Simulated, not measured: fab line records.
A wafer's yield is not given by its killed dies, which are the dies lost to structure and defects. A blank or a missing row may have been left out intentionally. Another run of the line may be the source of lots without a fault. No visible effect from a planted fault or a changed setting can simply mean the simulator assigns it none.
Commonality check across tools + flow berkeley-cmos170 + 14 lots and 42 wafers in the sample

REASON FOR OPENING
UCB170_M1_RS_MEAS_01, reading M1_AL_RS: flagged on 2 of 14 lots. Wafers without a fault read 0.0482 ohm/sq, standard deviation 0.00053.
Rule: a lot is flagged in two cases, either no wafer of it has a number, or all its wafers with numbers fall more than 4 standard deviations from that mean. All remaining lots are regarded as sound.

| lot  | measured     | on            | M1_AL_RS (ohm/sq), wafer by wafer | flag    |
|------|--------------|---------------|-----------------------------------|---------|
| L256 | day 9 04:08  | film-metro-04 | 0.0480 0.0489 0.0478              |         |
| L259 | day 9 04:26  | film-metro-04 | 0.0480 0.0488 0.0493              |         |
| L257 | day 9 06:07  | film-metro-02 | 0.0491 0.0483 0.0481              |         |
| L262 | day 9 22:14  | film-metro-02 | 0.0477 0.0485 0.0485              |         |
| L261 | day 9 23:18  | film-metro-02 | 0.0479 0.0481 0.0488              |         |
| L260 | day 9 23:36  | film-metro-01 | 0.0481 0.0491 0.0481              |         |
| L264 | day 10 14:10 | film-metro-02 | 0.0477 0.0481 0.0477              |         |
| L263 | day 10 14:18 | film-metro-02 | 0.0476 0.0487 0.0476              |         |
| L265 | day 10 18:42 | film-metro-04 | 0.0471 0.0477 0.0488              |         |
| L266 | day 10 21:19 | film-metro-02 | 0.0484 0.0479 0.0480              |         |
| L268 | day 11 11:49 | film-metro-02 | 0.0476 0.0484 0.0484              |         |
| L269 | day 11 14:54 | film-metro-04 | 0.0425 0.0424 0.0431              | FLAGGED |
| L271 | day 11 15:58 | film-metro-04 | 0.0476 0.0475 0.0477              |         |
| L270 | day 11 18:17 | film-metro-02 | 0.0429 0.0430 0.0429              | FLAGGED |
The mean of the flagged lots' numbers is 0.0428 ohm/sq, -0.0054 ohm/sq from the usual (-10 standard deviations).

WHICH TOOL RAN EACH LOT
Before the reading, the record contains 4 process steps out of a 331-step route. In each cell: the tool, then ch and the chambers that the sampled wafers went through, then the start.
| lot  | flag    | UCB170_SILICIDE_SPUTTER_01   | UCB170_CONTACT_ETCH_17             | UCB170_CONTACT_ETCH_18                        | UCB170_M1_SPUTTER_00         |
|------|---------|------------------------------|------------------------------------|-----------------------------------------------|------------------------------|
| L256 |         | pvd-sputter-03, day 8 23:13  | rie-diel-04 ch 1,2,3, day 9 03:31  | rie-diel-04 ch 1,2,3, day 9 04:05 or earlier  | pvd-sputter-01, day 9 04:05  |
| L259 |         | pvd-sputter-01, day 8 23:25  | rie-diel-02 ch 1,2, day 9 03:48    | rie-diel-02 ch 1,2, day 9 04:22 or earlier    | pvd-sputter-04, day 9 04:22  |
| L257 |         | pvd-sputter-04, day 8 23:44  | rie-diel-04 ch 1,2,3, day 9 05:29  | rie-diel-04 ch 1,2,3, day 9 06:02 or earlier  | pvd-sputter-01, day 9 06:02  |
| L262 |         | pvd-sputter-04, day 9 16:48  | rie-diel-04 ch 1,2,3, day 9 21:35  | rie-diel-04 ch 1,2,3, day 9 22:09 or earlier  | pvd-sputter-04, day 9 22:09  |
| L261 |         | pvd-sputter-03, day 9 17:06  | rie-diel-01 ch 1,2,3, day 9 22:41  | rie-diel-01 ch 1,2,3, day 9 23:14 or earlier  | pvd-sputter-02, day 9 23:14  |
| L260 |         | pvd-sputter-01, day 9 17:21  | rie-diel-04 ch 2,3, day 9 22:55    | rie-diel-04 ch 2,3, day 9 23:31 or earlier    | pvd-sputter-01, day 9 23:31  |
| L264 |         | pvd-sputter-03, day 10 07:47 | rie-diel-04 ch 1,2, day 10 13:19   | rie-diel-04 ch 1,2, day 10 14:02 or earlier   | pvd-sputter-02, day 10 14:02 |
| L263 |         | pvd-sputter-01, day 10 07:25 | rie-diel-01 ch 0,1,2, day 10 13:20 | rie-diel-01 ch 0,1,2, day 10 14:02 or earlier | pvd-sputter-01, day 10 14:02 |
| L265 |         | pvd-sputter-01, day 10 13:57 | rie-diel-01 ch 0,2, day 10 18:04   | rie-diel-01 ch 0,2, day 10 18:38 or earlier   | pvd-sputter-04, day 10 18:38 |
| L266 |         | pvd-sputter-03, day 10 14:32 | rie-diel-04 ch 0,3, day 10 20:41   | rie-diel-04 ch 0,3, day 10 21:15 or earlier   | pvd-sputter-01, day 10 21:15 |
| L268 |         | pvd-sputter-01, day 11 06:18 | rie-diel-01 ch 0,1,2, day 11 11:02 | rie-diel-01 ch 0,1,2, day 11 11:46 or earlier | pvd-sputter-04, day 11 11:46 |
| L269 | FLAGGED | pvd-sputter-04, day 11 09:56 | rie-diel-01 ch 1,3, day 11 14:16   | rie-diel-01 ch 1,3, day 11 14:50 or earlier   | pvd-sputter-04, day 11 14:50 |
| L271 |         | pvd-sputter-03, day 11 10:28 | rie-diel-04 ch 1,2,3, day 11 15:16 | rie-diel-04 ch 1,2,3, day 11 15:53 or earlier | pvd-sputter-01, day 11 15:53 |
| L270 | FLAGGED | pvd-sputter-03, day 11 11:04 | rie-diel-01 ch 0,1,3, day 11 17:23 | rie-diel-01 ch 0,1,3, day 11 18:14 or earlier | pvd-sputter-04, day 11 18:14 |
What is done by these steps:
- UCB170_SILICIDE_SPUTTER_01: material Ti, target thk 30 nm, time 25 s.
- UCB170_CONTACT_ETCH_17: etches BARC in N2/H2.
- UCB170_CONTACT_ETCH_18: etches PSG in CHF3/CF4/Ar, stops on TiSi2, target depth 840 nm, time 195 s.
- UCB170_M1_SPUTTER_00: material Al, target thk 600 nm, time 80 s.
- UCB170_M1_RS_MEAS_01: measures by four-point-probe.

FLAGGED AGAINST TOTAL, ONE TOOL AT A TIME (gauges that did the reading follow at the end)
| step                       | tool           | lots run | flagged | share of the flagged lots | sound lots run after its first flagged lot |
|----------------------------|----------------|----------|---------|---------------------------|--------------------------------------------|
| UCB170_SILICIDE_SPUTTER_01 | pvd-sputter-01 | 5        | 0       | none                      | -                                          |
| UCB170_SILICIDE_SPUTTER_01 | pvd-sputter-03 | 6        | 1       | some                      | 0                                          |
| UCB170_SILICIDE_SPUTTER_01 | pvd-sputter-04 | 3        | 1       | some                      | 0                                          |
| UCB170_CONTACT_ETCH_17     | rie-diel-01    | 6        | 2       | all                       | 0                                          |
| UCB170_CONTACT_ETCH_17     | rie-diel-02    | 1        | 0       | none                      | -                                          |
| UCB170_CONTACT_ETCH_17     | rie-diel-04    | 7        | 0       | none                      | -                                          |
| UCB170_CONTACT_ETCH_18     | rie-diel-01    | 6        | 2       | all                       | 0                                          |
| UCB170_CONTACT_ETCH_18     | rie-diel-02    | 1        | 0       | none                      | -                                          |
| UCB170_CONTACT_ETCH_18     | rie-diel-04    | 7        | 0       | none                      | -                                          |
| UCB170_M1_SPUTTER_00       | pvd-sputter-01 | 6        | 0       | none                      | -                                          |
| UCB170_M1_SPUTTER_00       | pvd-sputter-02 | 2        | 0       | none                      | -                                          |
| UCB170_M1_SPUTTER_00       | pvd-sputter-04 | 6        | 2       | all                       | 0                                          |
| UCB170_M1_RS_MEAS_01       | film-metro-01  | 1        | 0       | none                      | -                                          |
| UCB170_M1_RS_MEAS_01       | film-metro-02  | 8        | 1       | some                      | 0                                          |
| UCB170_M1_RS_MEAS_01       | film-metro-04  | 5        | 1       | some                      | 1 (L271)                                   |
Because UCB170_CONTACT_ETCH_18 lacks a start for some lots, the hours and order of its lots are taken from UCB170_M1_SPUTTER_00.

WHAT THE TABLE ALLOWS
In the table, 3 rows ran each flagged lot (rie-diel-01 at UCB170_CONTACT_ETCH_17; rie-diel-01 at UCB170_CONTACT_ETCH_18; pvd-sputter-04 at UCB170_M1_SPUTTER_00).
- rie-diel-01 at UCB170_CONTACT_ETCH_17: 2 of its 6 lots flagged. A fault beginning between L268 (day 11 11:02), its last sound lot, and L269 (day 11 14:16), its first flagged one, fits the data.
- rie-diel-01 at UCB170_CONTACT_ETCH_18: 2 of its 6 lots flagged. A fault beginning between L268 (day 11 11:46), its last sound lot, and L269 (day 11 14:50), its first flagged one, fits the data.
- pvd-sputter-04 at UCB170_M1_SPUTTER_00: 2 of its 6 lots flagged. A fault beginning between L268 (day 11 11:46), its last sound lot, and L269 (day 11 14:50), its first flagged one, fits the data.
Counting lots can't tell these 2 tools apart, because each fits a fault that began at some hour. More lots, or a look at what each step does to the wafer, might.

WHAT THE SIMULATOR HAD PUT IN
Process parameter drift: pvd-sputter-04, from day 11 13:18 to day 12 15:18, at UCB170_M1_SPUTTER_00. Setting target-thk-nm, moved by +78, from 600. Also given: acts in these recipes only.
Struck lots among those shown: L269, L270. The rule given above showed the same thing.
